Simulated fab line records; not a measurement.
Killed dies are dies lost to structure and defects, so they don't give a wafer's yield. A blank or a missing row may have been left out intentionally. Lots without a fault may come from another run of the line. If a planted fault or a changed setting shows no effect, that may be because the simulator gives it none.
Which tool is to blame? -- flow berkeley cmos170 -- 7 lots with 21 wafers sampled at 2 steps, on a route of 331 steps

WHAT THE GAUGES SHOWED, per wafer
UCB170_GATE_CD_MEAS_12 targets a cd of 350 nm.
lot,measured,on,cd nm (nm)
L450,day 6 11:07,cd sem-02,346.9 347.8 347.1
L453,day 7 05:28,cd sem-02,349.9 350.5 349.4
L456,day 7 23:40,cd sem-01,349.6 349.3 350.5
L457,day 8 04:44,cd sem-02,350.6 351.4 350.5
L467,day 9 19:01,cd sem-02,298.7 298.2 298.1 299.2 298.2 297.8
L470,day 10 11:48,cd sem-01,351.3 350.3 350.8
L471,day 11 09:19,cd sem-01,352.0 351.9 350.4

WHAT TOOL EACH LOT RAN ON (gives the tool, then ch and the chambers of the sampled wafers, and finally the start)
lot,UCB170_GATE_PEB_10
L450,"litho track-04 ch 0, day 6 10:50"
L453,"litho track-02 ch 0, day 7 05:11"
L456,"litho track-02 ch 0, day 7 23:24"
L457,"litho track-02 ch 0, day 8 04:29"
L467,"litho track-02 ch 0, day 9 18:45"
L470,"litho track-03 ch 0, day 10 11:32"
L471,"litho track-03 ch 0, day 11 08:40"
- UCB170_GATE_PEB_10

THE ANSWER, worked out from the rows above alone
Rule: the usual values come from the lots themselves. The widest of any qualifying gaps counts: lots, ordered by their means at a reading, are off when they make up no more than a third of the lots, leave a main group of 4 or more, and stand apart from it by 3 or more times the standard deviation of that group's means. The tables above print the reading to a certain number of digits; a main group whose means all agree to those digits is not used. A lot without any number at a reading at which 4 lots or more have one is off too. Any other lot the step has rows for is counted as sound.
Off at UCB170_GATE_CD_MEAS_12 (cd nm): L467. For the main group the mean is 350.0 nm and the standard deviation 1.3.
If a tool, at a process step before that reading, ran all the lots that are off and no sound lot after the first of them, it fits. Those tools and the gauges at UCB170_GATE_CD_MEAS_12 are tried in the same way. Can't be told from this: 2 tools fit, litho track-02 at UCB170_GATE_PEB_10, cd sem-02 at UCB170_GATE_CD_MEAS_12.

WHAT THE SIMULATOR HAD INSERTED
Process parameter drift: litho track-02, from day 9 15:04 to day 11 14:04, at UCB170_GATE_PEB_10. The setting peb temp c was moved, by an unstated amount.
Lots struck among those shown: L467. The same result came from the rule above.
